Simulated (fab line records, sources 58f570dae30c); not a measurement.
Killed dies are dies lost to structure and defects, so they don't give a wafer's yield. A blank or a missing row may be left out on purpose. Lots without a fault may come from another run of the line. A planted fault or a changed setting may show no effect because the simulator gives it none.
Split-lot experiment | flow berkeley_cmos170 | 5 lots, 23 wafers read, on a route of 331 steps

THE SPLIT
At UCB170_START_OXIDATION_02 (target thk 20 nm, ox time 1800 s), the setting temp_c was moved away from the recipe's 950 C on 15 of the 23 wafers read, by -1.6% to +2.7%. The other wafers ran this setting at the recipe's value.

The file shows no step between the split and the reading.

THE READING
START_OXIDE_THK, in nm, at UCB170_START_THK_MEAS_03. Fault-free wafers of this fab line usually give 20.1 nm, standard deviation 0.4 nm.

wafer  | tool, chamber at the split | temp_c as run, C | against the recipe | START_OXIDE_THK, nm | against lot-mates on the recipe
L077.2 | -, -                       | 934.8            | -1.6%              | 16.5                | no lot-mate on the recipe
L077.3 | -, -                       | 934.8            | -1.6%              | 16.7                | no lot-mate on the recipe
L077.4 | -, -                       | 934.8            | -1.6%              | 16.3                | no lot-mate on the recipe
L077.5 | -, -                       | 934.8            | -1.6%              | 16.5                | no lot-mate on the recipe
L077.6 | -, -                       | 934.8            | -1.6%              | 16.6                | no lot-mate on the recipe
L078.1 | -, -                       | 975.8            | +2.7%              | 25.6                | no lot-mate on the recipe
L078.2 | -, -                       | 975.8            | +2.7%              | 25.5                | no lot-mate on the recipe
L078.3 | -, -                       | 975.8            | +2.7%              | 25.9                | no lot-mate on the recipe
L078.4 | -, -                       | 975.8            | +2.7%              | 25.4                | no lot-mate on the recipe
L078.5 | -, -                       | 975.8            | +2.7%              | 25.3                | no lot-mate on the recipe
L083.1 | -, -                       | 969              | +2.0%              | 24.4                | no lot-mate on the recipe
L083.2 | -, -                       | 969              | +2.0%              | 24.3                | no lot-mate on the recipe
L083.3 | -, -                       | 969              | +2.0%              | 24.3                | no lot-mate on the recipe
L083.5 | -, -                       | 969              | +2.0%              | 24.4                | no lot-mate on the recipe
L083.6 | -, -                       | 969              | +2.0%              | 24.5                | no lot-mate on the recipe
L082.2 | furnace-01, 0              | 950              | recipe             | 20.3                | -
L082.4 | furnace-01, 0              | 950              | recipe             | 20.3                | -
L082.5 | furnace-01, 0              | 950              | recipe             | 20.1                | -
L084.1 | -, -                       | 950              | recipe             | 20.1                | -
L084.2 | -, -                       | 950              | recipe             | 20.0                | -
L084.4 | -, -                       | 950              | recipe             | 20.0                | -
L084.5 | -, -                       | 950              | recipe             | 19.8                | -
L084.6 | -, -                       | 950              | recipe             | 19.8                | -

THE FIT
A straight line over all 23 wafers: START_OXIDE_THK changes by +2.11 nm for each +1% of temp_c; r = +1.00; the points scatter about the line by 0.21 nm.
Too few moved wafers have a lot-mate on the recipe to fit a line with each lot's own level taken away.

THE WHOLE CHAIN: every reading that the file lists as answering this split, in the file's order
step                      | what it does                     | reading                                                                            | change (the file's fit)             | r (the file's)
UCB170_START_OXIDATION_02 | target thk 20 nm, ox time 1800 s | SiO2_of_START_OXIDATION_02.thk_nm (the simulator's own value, which no gauge read) | +2.1 nm for each +1% of the setting | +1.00
UCB170_START_THK_MEAS_03  |                                  | START_OXIDE_THK                                                                    | +2.11 for each +1% of the setting   | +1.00

THE FILE'S OWN FIT
START_OXIDE_THK changes by +2.11 nm for each +1% of temp_c, r = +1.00.
